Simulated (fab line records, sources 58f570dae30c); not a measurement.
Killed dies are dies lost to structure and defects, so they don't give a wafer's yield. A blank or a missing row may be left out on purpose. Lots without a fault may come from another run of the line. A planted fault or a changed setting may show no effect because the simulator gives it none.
A struck lot beside a sound one | flow berkeley_cmos170 | 16 steps out of a route of 331
Sound: wafers L364.2, L364.3, L364.6. Struck: wafers L362.1, L362.5, L362.6. The cause comes at the end.
At each step with rows: each side's tool, then ch and its chambers, then its first start. Under that, the readings that differ: sound wafers | struck wafers | difference of the means | sigmas: that difference in standard deviations of wafers without a fault.
alike: readings whose means differ by less than 2 such deviations, and words and numbers that are the same on both sides. not compared: withheld readings, readings that some wafer has no value for, bounds like >300 that may hide the same value, and numbers for which the record gives no deviation and whose values overlap.
The two part at a step that has a row with sigmas, a row that says differs or no value, or rows on one side only. Numbers that don't overlap but have no deviation are shown without sigmas and don't part them. A reading that every wafer of one side lacks parts them only if that side has two wafers or more.

UCB170_NVT_OVL_MEAS_06:
  sound on overlay-02, day 8 16:58; struck on overlay-02, day 8 18:01
  alike: NVT_OVL
then, 1 step without rows for these wafers: UCB170_NVT_IMPLANT_07.
UCB170_NVT_STRIP_08: strips in O2.
  sound on plasma_asher-02 ch 0,1, day 8 17:09; struck on plasma_asher-01 ch 0,1, day 8 18:12
  alike: drypump_motor_current_A, oes_product_au, strip_time_to_endpoint_s
  not compared: rf_hours_counter_h
UCB170_NVT_TW_MEAS_09:
  sound on film_metro-04, day 8 17:16; struck on film_metro-02, day 8 18:18
  alike: NVT_TW
then, 7 steps without rows for these wafers: UCB170_NVT_CLEAN_10 (cleans in SPM, time 600 s); UCB170_PVT_HMDS_00 (prime time 60 s); UCB170_PVT_COAT_01 (resist thk 900 nm); UCB170_PVT_SOFTBAKE_02 (time 60 s); UCB170_PVT_EXPOSE_03 (exposes mask NWELL, target cd 3000 nm); UCB170_PVT_PEB_04; UCB170_PVT_DEVELOP_05 (develop time 45 s).
UCB170_PVT_OVL_MEAS_06:
  sound on overlay-01, day 8 21:32; struck on overlay-02, day 8 22:49
  alike: PVT_OVL
UCB170_PVT_IMPLANT_07:
  sound on implanter-03 ch 0, day 8 21:36; struck on implanter-04 ch 0, day 8 22:51
  reading                   | sound                            | struck                           | difference  | sigmas
  beam_energy_keV           | 30.001 30.009 29.999             | 39.002 38.993 39.001             | +8.996      | +99 or more
  dose_ions_cm2             | 2.0063e+12 2.0035e+12 2.0053e+12 | 1.9993e+12 1.9986e+12 1.9976e+12 | -6.5333e+09 | -3
  model.implant.rp_nm (nm)  | 35.95 35.95 35.95                | 46.9 46.9 46.9                   | +10.9       |
  model.implant.drp_nm (nm) | 16.56 16.56 16.56                | 20.7 20.7 20.7                   | +4.1        |
  alike: end_station_pressure_torr
UCB170_PVT_STRIP_08: strips in O2.
  sound on plasma_asher-02 ch 0,1, day 8 21:43; struck on plasma_asher-02 ch 0,1, day 8 23:00
  alike: drypump_motor_current_A, oes_product_au, strip_time_to_endpoint_s
  not compared: rf_hours_counter_h
UCB170_PVT_TW_MEAS_09:
  sound on film_metro-01, day 8 21:50; struck on film_metro-01, day 8 23:19
  reading | sound       | struck      | difference | sigmas
  PVT_TW  | 508 509 509 | 545 545 547 | +37        | +11
  not compared: hold
-- the record jumps here: 2 days lie between the struck wafers' starts before and after (it left off in module PVT and takes up again in module M3, whose first step shown is number 331 of the route) --
UCB170_M3_PROBE_99:
  the record has rows for the struck wafers here (prober-02, day 11 10:07) and none for the sound ones

WHERE THEY PART
First at UCB170_PVT_IMPLANT_07; last, within this record, at UCB170_M3_PROBE_99.

WHY: what the simulator had put in
Process parameter drift: implanter-04, from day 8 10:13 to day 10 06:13, at UCB170_PVT_IMPLANT_07. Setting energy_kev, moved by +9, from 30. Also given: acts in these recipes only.
